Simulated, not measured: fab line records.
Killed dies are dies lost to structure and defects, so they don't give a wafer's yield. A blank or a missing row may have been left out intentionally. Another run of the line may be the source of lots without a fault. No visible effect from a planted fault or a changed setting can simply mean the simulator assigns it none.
Lot-split experiment / flow berkeley cmos170 / 23 wafers read across 5 lots, on a route 331 steps long

## THE SPLIT
At UCB170_FIELD_OXIDATION_01 (target thk 558.3 nm, ox time 7200 s), the setting temp c was moved away from the recipe's 1000 C on 10 of the 23 wafers read, by -1.6% to +1.7%. For the rest of the wafers, this setting stayed at what the recipe calls for.

Reading taken at the split's own step.

## THE READING
SiO2_of_FIELD_OXIDATION_01.thk nm (the simulator's own value, which no gauge read), in nm, at UCB170_FIELD_OXIDATION_01 (target thk 558.3 nm, ox time 7200 s). There is no usual value for it anywhere in the file. The 13 wafers here that ran the recipe average 561.5 nm, standard deviation 15 nm.

wafer=L074.1; tool, chamber at the split=-, -; temp c as run, C=983.5; against the recipe=-1.6%; SiO2_of_FIELD_OXIDATION_01.thk nm, nm=480.9; against lot-mates on the recipe=no lot-mate on the recipe
wafer=L074.2; tool, chamber at the split=-, -; temp c as run, C=983.5; against the recipe=-1.6%; SiO2_of_FIELD_OXIDATION_01.thk nm, nm=491.3; against lot-mates on the recipe=no lot-mate on the recipe
wafer=L074.3; tool, chamber at the split=-, -; temp c as run, C=983.5; against the recipe=-1.6%; SiO2_of_FIELD_OXIDATION_01.thk nm, nm=490.1; against lot-mates on the recipe=no lot-mate on the recipe
wafer=L074.4; tool, chamber at the split=-, -; temp c as run, C=983.5; against the recipe=-1.6%; SiO2_of_FIELD_OXIDATION_01.thk nm, nm=491.5; against lot-mates on the recipe=no lot-mate on the recipe
wafer=L074.5; tool, chamber at the split=-, -; temp c as run, C=983.5; against the recipe=-1.6%; SiO2_of_FIELD_OXIDATION_01.thk nm, nm=492.7; against lot-mates on the recipe=no lot-mate on the recipe
wafer=L078.1; tool, chamber at the split=-, -; temp c as run, C=1000; against the recipe=recipe; SiO2_of_FIELD_OXIDATION_01.thk nm, nm=561.4; against lot-mates on the recipe=-
wafer=L078.2; tool, chamber at the split=-, -; temp c as run, C=1000; against the recipe=recipe; SiO2_of_FIELD_OXIDATION_01.thk nm, nm=543.8; against lot-mates on the recipe=-
wafer=L078.3; tool, chamber at the split=-, -; temp c as run, C=1000; against the recipe=recipe; SiO2_of_FIELD_OXIDATION_01.thk nm, nm=535.9; against lot-mates on the recipe=-
wafer=L078.5; tool, chamber at the split=-, -; temp c as run, C=1000; against the recipe=recipe; SiO2_of_FIELD_OXIDATION_01.thk nm, nm=541.3; against lot-mates on the recipe=-
wafer=L078.6; tool, chamber at the split=-, -; temp c as run, C=1000; against the recipe=recipe; SiO2_of_FIELD_OXIDATION_01.thk nm, nm=548.6; against lot-mates on the recipe=-
wafer=L083.1; tool, chamber at the split=-, -; temp c as run, C=1017; against the recipe=+1.7%; SiO2_of_FIELD_OXIDATION_01.thk nm, nm=607.6; against lot-mates on the recipe=no lot-mate on the recipe
wafer=L083.2; tool, chamber at the split=-, -; temp c as run, C=1017; against the recipe=+1.7%; SiO2_of_FIELD_OXIDATION_01.thk nm, nm=603.8; against lot-mates on the recipe=no lot-mate on the recipe
wafer=L083.3; tool, chamber at the split=-, -; temp c as run, C=1017; against the recipe=+1.7%; SiO2_of_FIELD_OXIDATION_01.thk nm, nm=612; against lot-mates on the recipe=no lot-mate on the recipe
wafer=L083.4; tool, chamber at the split=-, -; temp c as run, C=1017; against the recipe=+1.7%; SiO2_of_FIELD_OXIDATION_01.thk nm, nm=614.1; against lot-mates on the recipe=no lot-mate on the recipe
wafer=L083.6; tool, chamber at the split=-, -; temp c as run, C=1017; against the recipe=+1.7%; SiO2_of_FIELD_OXIDATION_01.thk nm, nm=612.3; against lot-mates on the recipe=no lot-mate on the recipe
wafer=L084.1; tool, chamber at the split=-, -; temp c as run, C=1000; against the recipe=recipe; SiO2_of_FIELD_OXIDATION_01.thk nm, nm=578.5; against lot-mates on the recipe=-
wafer=L084.2; tool, chamber at the split=-, -; temp c as run, C=1000; against the recipe=recipe; SiO2_of_FIELD_OXIDATION_01.thk nm, nm=574.3; against lot-mates on the recipe=-
wafer=L084.3; tool, chamber at the split=-, -; temp c as run, C=1000; against the recipe=recipe; SiO2_of_FIELD_OXIDATION_01.thk nm, nm=576.4; against lot-mates on the recipe=-
wafer=L084.4; tool, chamber at the split=-, -; temp c as run, C=1000; against the recipe=recipe; SiO2_of_FIELD_OXIDATION_01.thk nm, nm=584.7; against lot-mates on the recipe=-
wafer=L084.5; tool, chamber at the split=-, -; temp c as run, C=1000; against the recipe=recipe; SiO2_of_FIELD_OXIDATION_01.thk nm, nm=570.4; against lot-mates on the recipe=-
wafer=L085.1; tool, chamber at the split=furnace-01, 0; temp c as run, C=1000; against the recipe=recipe; SiO2_of_FIELD_OXIDATION_01.thk nm, nm=564.5; against lot-mates on the recipe=-
wafer=L085.3; tool, chamber at the split=furnace-01, 0; temp c as run, C=1000; against the recipe=recipe; SiO2_of_FIELD_OXIDATION_01.thk nm, nm=555.8; against lot-mates on the recipe=-
wafer=L085.5; tool, chamber at the split=furnace-01, 0; temp c as run, C=1000; against the recipe=recipe; SiO2_of_FIELD_OXIDATION_01.thk nm, nm=563.8; against lot-mates on the recipe=-

FIT RESULTS
A straight line over all 23 wafers: SiO2_of_FIELD_OXIDATION_01.thk nm changes by +36 nm for each +1% of temp c; r = +0.95; the points scatter about the line by 14 nm.
Too few moved wafers have a lot-mate on the recipe to fit a line with each lot's own level taken away.

## THE FILE'S OWN FIT
SiO2_of_FIELD_OXIDATION_01.thk nm changes by +36 nm for each +1% of temp c, r = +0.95.
